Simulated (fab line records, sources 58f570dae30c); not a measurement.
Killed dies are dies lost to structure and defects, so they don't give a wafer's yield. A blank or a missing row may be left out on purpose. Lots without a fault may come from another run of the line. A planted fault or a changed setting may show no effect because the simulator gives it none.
Which tool did it? | flow berkeley_cmos170 | 14 lots, 42 wafers sampled, at 2 steps of a route of 331

WHAT THE GAUGES READ, wafer by wafer
UCB170_FIELD_THK_MEAS_90. Usual: FIELD_OXIDE_LEFT_1_THK 439 nm, standard deviation 8.6.
lot  | measured    | on            | FIELD_OXIDE_LEFT_1_THK (nm) | flag
L967 | day 4 13:49 | film_metro-02 | 430 442 424                 |
L968 | day 5 04:49 | film_metro-02 | 431 435 437                 |
L969 | day 5 04:49 | film_metro-04 | 448 448 443                 |
L970 | day 5 13:45 | film_metro-02 | 432 427 441                 |
L971 | day 6 00:49 | film_metro-02 | 437 441 438                 |
L972 | day 6 00:49 | film_metro-04 | 441 430 439                 |
L973 | day 6 00:50 | film_metro-03 | 445 444 447                 |
L974 | day 6 11:16 | film_metro-03 | 446 448 457                 |
L975 | day 6 21:19 | film_metro-02 | 436 421 417                 |
L983 | day 8 08:10 | film_metro-02 | 430 438 430                 |
L984 | day 8 14:28 | film_metro-03 | 433 426 430                 |
L985 | day 8 14:28 | film_metro-04 | 450 432 439                 |
L988 | day 9 16:47 | film_metro-03 | 448 443 447                 |
L989 | day 9 17:10 | film_metro-04 | 430 433 426                 |

WHICH TOOL RAN EACH LOT (tool, then ch and the chambers of the sampled wafers, then the start)
lot  | UCB170_NWELL_STRIP_15
L967 | plasma_asher-01 ch 0,1, day 2 06:50
L968 | plasma_asher-01 ch 0,1, day 2 16:40
L969 | plasma_asher-03 ch 0,1, day 2 18:20
L970 | plasma_asher-02 ch 0,1, day 3 01:15
L971 | plasma_asher-01 ch 0,1, day 3 07:40
L972 | plasma_asher-03 ch 0,1, day 3 12:40
L973 | plasma_asher-02 ch 0,1, day 3 18:15
L974 | plasma_asher-02 ch 0,1, day 4 00:59
L975 | plasma_asher-02 ch 0,1, day 4 06:16
L983 | plasma_asher-02 ch 0,1, day 5 14:43
L984 | plasma_asher-02 ch 0,1, day 5 18:51
L985 | plasma_asher-01 ch 0, day 5 23:01
L988 | plasma_asher-01 ch 0,1, day 6 16:17
L989 | plasma_asher-01 ch 0,1, day 6 23:34
- UCB170_NWELL_STRIP_15: strips in O2.

WHAT THE TOOLS THEMSELVES READ (means of the sampled wafers that have a number; where no wafer has one, the mark that the record gives instead)
UCB170_NWELL_STRIP_15. Usual: chamber_pressure_mTorr 3500 mTorr, standard deviation 3.1; drypump_motor_current_A 5.7 A, standard deviation 0.49; oes_product_au 0.721 a.u., standard deviation 0.0048; strip_time_to_endpoint_s 18.03 s, standard deviation 0.083.
lot  | tool            | chamber_pressure_mTorr (mTorr) | drypump_motor_current_A (A) | oes_product_au (a.u.) | strip_time_to_endpoint_s (s) | flag
L967 | plasma_asher-01 | 3497                           | 5.3                         | 0.724                 | 17.96                        |
L968 | plasma_asher-01 | 3499                           | 5.4                         | 0.719                 | 18.03                        |
L969 | plasma_asher-03 | 3497                           | 5.7                         | 0.719                 | 18.15                        |
L970 | plasma_asher-02 | 3502                           | 6.1                         | 0.720                 | 18.00                        |
L971 | plasma_asher-01 | 3501                           | 5.3                         | 0.720                 | 18.01                        |
L972 | plasma_asher-03 | 3497                           | 5.3                         | 0.723                 | 18.14                        |
L973 | plasma_asher-02 | 3503                           | 6.1                         | 0.721                 | 17.98                        |
L974 | plasma_asher-02 | 3501                           | 6.1                         | 0.717                 | 17.97                        |
L975 | plasma_asher-02 | 3500                           | 6.0                         | 0.726                 | 18.02                        |
L983 | plasma_asher-02 | 3502                           | 6.0                         | 0.725                 | 18.00                        |
L984 | plasma_asher-02 | 3499                           | 6.1                         | 0.723                 | 18.08                        |
L985 | plasma_asher-01 | 3500                           | 5.0                         | 0.725                 | 18.17                        |
L988 | plasma_asher-01 | 3502                           | 5.2                         | 0.722                 | 18.02                        |
L989 | plasma_asher-01 | 3500                           | 5.4                         | 0.720                 | 17.93                        |

THE ANSWER, worked out from the rows above alone
Rule: a lot is off if the mean of its wafers that have a number lies more than 3 standard deviations from the usual mean. A lot without any number at a reading at which 4 lots or more have one is off too. The other lots that the step has rows for count as sound. The gauges are gone through in route order, then the tools' own readings, and for those a lot's mean is taken as printed above. The first step at which some lot is off is used, and at that step the reading that is off furthest; a lot without a number counts as furthest.
No lot is off at any reading shown: from this, nothing can be told.

WHAT THE SIMULATOR HAD PUT IN
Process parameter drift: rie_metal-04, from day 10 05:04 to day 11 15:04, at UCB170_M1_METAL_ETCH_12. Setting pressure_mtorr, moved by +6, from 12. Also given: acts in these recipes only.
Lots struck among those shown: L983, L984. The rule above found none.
